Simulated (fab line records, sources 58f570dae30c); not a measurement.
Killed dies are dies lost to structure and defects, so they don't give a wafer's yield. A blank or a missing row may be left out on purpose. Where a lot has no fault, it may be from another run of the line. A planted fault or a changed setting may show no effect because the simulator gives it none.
Matching of chambers	flow berkeley_cmos170	cmp-01 running UCB170_V2_CMP_02: 4 sister chambers
The step polishes SiO2. 14 wafers are shown with their chamber, then 7 later ones without.

== EACH WAFER AND ITS CHAMBER ==
wafer	chamber	motor_current_A (A)	slurry_filter_dp_kPa (kPa)
L333.3	0	15.0	13.52
L333.5	3	12.6	13.39
L333.6	2	15.7	13.65
L335.1	1	13.8	13.65
L335.4	3	11.5	13.49
L335.5	2	16.9	13.59
L336.1	1	14.2	13.49
L336.3	0	14.7	13.62
L336.4	2	15.9	13.34
L338.2	1	13.8	13.57
L338.4	3	12.1	13.73
L338.5	3	12.4	13.30
L343.1	3	12.8	13.39
L343.2	1	12.6	13.61

SIGNATURES (averages over the wafers above)
reading	chamber 0	chamber 1	chamber 2	chamber 3	scatter within a chamber
motor_current_A	14.850	13.600	16.167	12.280	0.578
slurry_filter_dp_kPa	13.5700	13.5800	13.5267	13.4600	0.135
Rule: for each reading, subtract the chamber's mean from the wafer's reading, divide by that reading's scatter and square the result; add these up over the readings and take the root, which gives the wafer's distance from the chamber. If the next closest chamber is less than 2 further off than the closest, the wafer can't be placed; otherwise it belongs to the closest. How the scatter is found: for the shown wafers, subtract from each reading the mean of its chamber, square and add these, divide the total by (wafers less chambers), then take the root.

== WAFERS WITHOUT THEIR CHAMBER ==
wafer	motor_current_A (A)	slurry_filter_dp_kPa (kPa)
L343.5	13.4	13.74
L347.3	11.5	13.39
L347.5	14.9	13.61
L347.6	14.4	13.46
L351.2	12.2	13.45
L351.4	13.7	13.58
L351.6	16.1	13.51

== THE CHAMBER EACH PASSED THROUGH ==
wafer	from the rows above	in truth
L343.5	can't be placed: 1 or 0 or 3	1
L347.3	3	3
L347.5	can't be placed: 0 or 1 or 2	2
L347.6	can't be placed: 0 or 1 or 2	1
L351.2	3	3
L351.4	can't be placed: 1 or 0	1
L351.6	2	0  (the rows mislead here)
Placed correctly: 2 of 7. Cannot be placed on the basis of these rows: 4; the candidates contain the true chamber in 4. Placed wrongly: 1.
